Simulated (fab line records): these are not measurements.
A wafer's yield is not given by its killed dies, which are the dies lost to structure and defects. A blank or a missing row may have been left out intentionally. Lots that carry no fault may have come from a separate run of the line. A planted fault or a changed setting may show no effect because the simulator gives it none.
What tool caused it? -- flow rit cmos -- 14 lots with 42 wafers sampled at 5 steps, on a route of 202 steps

## WHAT EACH GAUGE READ, for each wafer
RIT_PRETRO_TW_MEAS_10. Usual: PRETRO_TW typically reads 477, with standard deviation 3.9.
lot,measured,on,PRETRO_TW,flag
L428,day 2 11:13,film metro-03,474 477 475,
L429,day 2 16:23,film metro-01,481 480 480,
L430,day 2 20:29,film metro-03,476 474 473,
L431,day 3 01:23,film metro-03,478 478 479,
L433,day 3 09:55,film metro-02,473 474 473,
L434,day 3 15:13,film metro-01,479 484 480,
L438,day 4 12:04,film metro-01,481 480 481,
L441,day 5 00:46,film metro-02,441 438 436,OFF
L442,day 5 06:31,film metro-01,446 445 446,OFF
L444,day 5 17:32,film metro-02,473 473 475,
L445,day 5 21:11,film metro-02,474 475 473,
L447,day 6 08:00,film metro-02,474 474 471,
L448,day 6 11:13,film metro-03,479 476 476,
L450,day 6 23:22,film metro-02,474 473 472,

RIT_PLDD_TW_MEAS_10. Usual: PLDD_TW typically reads 2357, with standard deviation 21.
lot,measured,on,PLDD_TW,flag
L428,day 3 01:31,film metro-02,2315 2321 2326,
L429,day 3 05:20,film metro-04,2402 2387 2387,
L430,day 3 10:40,film metro-03,2362 2355 2357,
L431,day 3 14:02,film metro-04,2384 2382 2378,
L433,day 4 01:55,film metro-02,2321 2322 2325,
L434,day 4 05:26,film metro-03,2361 2365 2352,
L438,day 5 02:55,film metro-02,2332 2336 2337,
L441,day 5 14:35,film metro-04,2376 2379 2371,
L442,day 5 21:54,film metro-03,2356 2354 2353,
L444,day 6 05:09,film metro-03,2363 2352 2353,
L445,day 6 10:19,film metro-03,2359 2355 2357,
L447,day 6 19:51,film metro-02,2336 2328 2335,
L448,day 7 01:07,film metro-02,2343 2351 2347,
L450,day 7 13:35,film metro-02,2342 2360 2367,

RIT_M1_RS_MEAS_01: the measuring method here is four-point-probe. Usual: M1_AL_RS typically reads 0.0751 ohm/sq, with standard deviation 0.00098.
lot,measured,on,M1_AL_RS (ohm/sq),flag
L428,day 3 11:17,film metro-03,0.0742 0.0736 0.0753,
L429,day 3 15:11,film metro-04,0.0742 0.0751 0.0749,
L430,day 3 20:32,film metro-02,0.0754 0.0734 0.0752,
L431,day 3 23:59,film metro-04,0.0745 0.0739 0.0746,
L433,day 4 12:29,film metro-04,0.0744 0.0754 0.0756,
L434,day 4 15:59,film metro-02,0.0750 0.0769 0.0762,
L438,day 5 12:37,film metro-04,0.0748 0.0740 0.0743,
L441,day 6 00:28,film metro-03,0.0762 0.0752 0.0750,
L442,day 6 07:31,film metro-02,0.0750 0.0746 0.0746,
L444,day 6 15:05,film metro-04,0.0763 0.0763 0.0765,
L445,day 6 21:09,film metro-03,0.0765 0.0766 0.0758,
L447,day 7 06:02,film metro-02,0.0754 0.0742 0.0746,
L448,day 7 10:43,film metro-03,0.0746 0.0743 0.0746,
L450,day 7 23:59,film metro-02,0.0764 0.0758 0.0756,

## WHAT TOOL EACH LOT RAN ON (gives the tool, then ch and the chambers of the sampled wafers, and finally the start)
lot,RIT_PRETRO_IMPLANT_08,RIT_NSD_STRIP_09
L428,"implanter-01 ch 0, day 2 10:55","plasma asher-02 ch 0,1, day 3 05:25"
L429,"implanter-02 ch 0, day 2 16:04","plasma asher-02 ch 0,1, day 3 09:23"
L430,"implanter-02 ch 0, day 2 20:11","plasma asher-03 ch 0,1, day 3 14:34"
L431,"implanter-04 ch 0, day 3 01:05","plasma asher-04 ch 0,1, day 3 17:47"
L433,"implanter-02 ch 0, day 3 09:35","plasma asher-03 ch 0,1, day 4 06:43"
L434,"implanter-04 ch 0, day 3 14:55","plasma asher-04 ch 0,1, day 4 10:14"
L438,"implanter-02 ch 0, day 4 11:46","plasma asher-02 ch 0,1, day 5 06:42"
L441,"implanter-01 ch 0, day 5 00:28","plasma asher-04 ch 0,1, day 5 18:23"
L442,"implanter-01 ch 0, day 5 06:12","plasma asher-03 ch 0,1, day 6 01:39"
L444,"implanter-04 ch 0, day 5 17:13","plasma asher-04 ch 0,1, day 6 09:03"
L445,"implanter-04 ch 0, day 5 20:52","plasma asher-03 ch 0,1, day 6 15:02"
L447,"implanter-04 ch 0, day 6 07:41","plasma asher-04 ch 0,1, day 6 23:59"
L448,"implanter-04 ch 0, day 6 10:54","plasma asher-02 ch 0,1, day 7 04:59"
L450,"implanter-04 ch 0, day 6 23:04","plasma asher-02 ch 0,1, day 7 17:59"
- RIT_PRETRO_IMPLANT_08
- RIT_NSD_STRIP_09: strips in O2, time 180 s.

## WHAT THE TOOLS THEMSELVES READ (means of the sampled wafers that have a number; where no wafer has one, the mark that the record gives instead)
RIT_PRETRO_IMPLANT_08. Usual: dose ions cm2 1.2001e+13, standard deviation 1.3e+10; end station pressure torr 5.02e-06 Torr, standard deviation 2.7e-07; faraday current uA 38.1, standard deviation 0.73.
lot,tool,dose ions cm2,end station pressure torr (Torr),faraday current uA,flag
L428,implanter-01,1.1996e+13,5.04e-06,37.9,
L429,implanter-02,1.2010e+13,5.09e-06,38.7,
L430,implanter-02,1.2019e+13,4.84e-06,38.0,
L431,implanter-04,1.1986e+13,5.19e-06,37.9,
L433,implanter-02,1.2027e+13,5.17e-06,38.1,
L434,implanter-04,1.2013e+13,5.09e-06,37.9,
L438,implanter-02,1.2007e+13,4.97e-06,38.1,
L441,implanter-01,9.3577e+12,5.01e-06,30.4,OFF
L442,implanter-01,9.3590e+12,5.06e-06,29.6,OFF
L444,implanter-04,1.2011e+13,4.97e-06,38.0,
L445,implanter-04,1.1996e+13,5.10e-06,38.8,
L447,implanter-04,1.2003e+13,4.96e-06,38.3,
L448,implanter-04,1.1996e+13,4.97e-06,38.2,
L450,implanter-04,1.2000e+13,5.18e-06,37.6,

RIT_NSD_STRIP_09. Usual: 5.8 A for drypump motor current A, sd 0.61.
lot,tool,drypump motor current A (A),flag
L428,plasma asher-02,5.5,
L429,plasma asher-02,5.5,
L430,plasma asher-03,5.1,
L431,plasma asher-04,6.2,
L433,plasma asher-03,5.1,
L434,plasma asher-04,6.5,
L438,plasma asher-02,5.5,
L441,plasma asher-04,6.1,
L442,plasma asher-03,5.1,
L444,plasma asher-04,6.5,
L445,plasma asher-03,5.1,
L447,plasma asher-04,6.5,
L448,plasma asher-02,5.5,
L450,plasma asher-02,5.5,

## THE ANSWER, worked out from the rows above alone
Rule: a lot counts as off when the mean over its wafers that have a number is more than 3 standard deviations away from the usual mean. Also off: a lot with no number at a reading for which 4 or more lots have one. All remaining lots with rows at the step are treated as sound. The gauges are gone through in route order, then the tools' own readings, and for those a lot's mean is taken as printed above. The first step at which some lot is off is used, and at that step the reading that is off furthest; a lot without a number counts as furthest.
Off: L441, L442, seen at RIT_PRETRO_TW_MEAS_10 (PRETRO_TW).
A tool fits if, at a process step before that reading, it ran every lot that is off, and no sound lot after the first of them. Not tried: the gauges at RIT_PRETRO_TW_MEAS_10; whatever is off there is also off at RIT_PRETRO_IMPLANT_08, on other tools, and gauge error can't account for it. One fits: RIT_PRETRO_IMPLANT_08 on implanter-01. Its last sound lot is L428 (day 2 10:55), its first lot that is off L441 (day 5 00:28): a fault that began between those two fits.
The tool's own readings at RIT_PRETRO_IMPLANT_08 bear it out: on the lots that are off they differ by more than 5 times the standard deviation of the sound lots' means. dose ions cm2 reads 9.3584e+12 there against 1.2005e+13 on the sound lots; faraday current uA reads 30.0 there against 38.1 on the sound lots.

## WHAT WAS PUT IN BY THE SIMULATOR
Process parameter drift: implanter-01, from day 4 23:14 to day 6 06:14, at RIT_PRETRO_IMPLANT_08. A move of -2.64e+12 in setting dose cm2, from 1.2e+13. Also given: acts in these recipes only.
Lots struck among those shown: L441, L442. The same result came from the rule above.
